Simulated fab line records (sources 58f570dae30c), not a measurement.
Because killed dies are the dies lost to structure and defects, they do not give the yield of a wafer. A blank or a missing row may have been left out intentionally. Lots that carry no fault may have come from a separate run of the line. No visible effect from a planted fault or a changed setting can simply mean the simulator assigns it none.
The tool behind it: which one? / flow berkeleyCmos170 / Sampling: 7 lots, 21 wafers, 3 of 331 route steps

## WHAT THE GAUGES SHOWED, per wafer
UCB170_V2_OVL_MEAS_13.
lot=L969; measured=day 9 22:28; on=overlay-01; V2_OVL (nm)=-7 -3 -5
lot=L972; measured=day 11 11:03; on=overlay-02; V2_OVL (nm)=-2 -6 -3
lot=L971; measured=day 11 17:56; on=overlay-01; V2_OVL (nm)=-2 0 0
lot=L982; measured=day 12 17:56; on=overlay-02; V2_OVL (nm)=-1 -1 -1
lot=L985; measured=day 13 01:47; on=overlay-01; V2_OVL (nm)=1 -3 -1
lot=L986; measured=day 13 06:38; on=overlay-01; V2_OVL (nm)=-3 -4 -3
lot=L989; measured=day 14 03:13; on=overlay-01; V2_OVL (nm)=-1 -2 -3

## EACH LOT AND THE TOOL THAT RAN IT (in order: tool; ch and the chambers of the sampled wafers; start)
lot=L969; UCB170_V1_ETCH_14=rieDiel-02 ch 1,2, day 9 16:35; UCB170_M2_STRIP_07=plasmaAsher-04 ch 0,1, day 9 17:49
lot=L972; UCB170_V1_ETCH_14=rieDiel-04 ch 1,2, day 11 05:07; UCB170_M2_STRIP_07=plasmaAsher-03 ch 0,1, day 11 06:19
lot=L971; UCB170_V1_ETCH_14=rieDiel-02 ch 0,1,2, day 11 09:33; UCB170_M2_STRIP_07=plasmaAsher-04 ch 0,1, day 11 11:23
lot=L982; UCB170_V1_ETCH_14=rieDiel-02 ch 1,2, day 12 07:24; UCB170_M2_STRIP_07=plasmaAsher-03 ch 0, day 12 08:41
lot=L985; UCB170_V1_ETCH_14=rieDiel-03 ch 0,1,2, day 12 19:02; UCB170_M2_STRIP_07=plasmaAsher-04 ch 0,1, day 12 20:49
lot=L986; UCB170_V1_ETCH_14=rieDiel-03 ch 1,2,3, day 12 23:35; UCB170_M2_STRIP_07=plasmaAsher-04 ch 0,1, day 13 00:46
lot=L989; UCB170_V1_ETCH_14=rieDiel-02 ch 0,1,2, day 13 21:41; UCB170_M2_STRIP_07=plasmaAsher-03 ch 0,1, day 13 22:52
- UCB170_V1_ETCH_14: etches SiO2 in CHF3/CF4/Ar, stops on Al, target depth 1250 nm, time 291 s.
- UCB170_M2_STRIP_07: strips in O2.

## THE ANSWER, worked out from the rows above alone
Rule: what is usual is taken from the lots themselves. Put in order of their means at a reading, lots are off if they are a third of the lots or fewer, leave a main group of 4 or more, and stand apart from it by a gap of 3 or more times the standard deviation of the main group's means; of several such gaps the widest counts. A main group whose means are all the same, to the digits that the tables above print for the reading, isn't used. Also off: a lot with no number at a reading for which 4 or more lots have one. Where the step has rows for the other lots, those lots are counted as sound.
No lot is off at any reading shown: from this, nothing can be told.

## WHAT THE SIMULATOR HAD PUT IN
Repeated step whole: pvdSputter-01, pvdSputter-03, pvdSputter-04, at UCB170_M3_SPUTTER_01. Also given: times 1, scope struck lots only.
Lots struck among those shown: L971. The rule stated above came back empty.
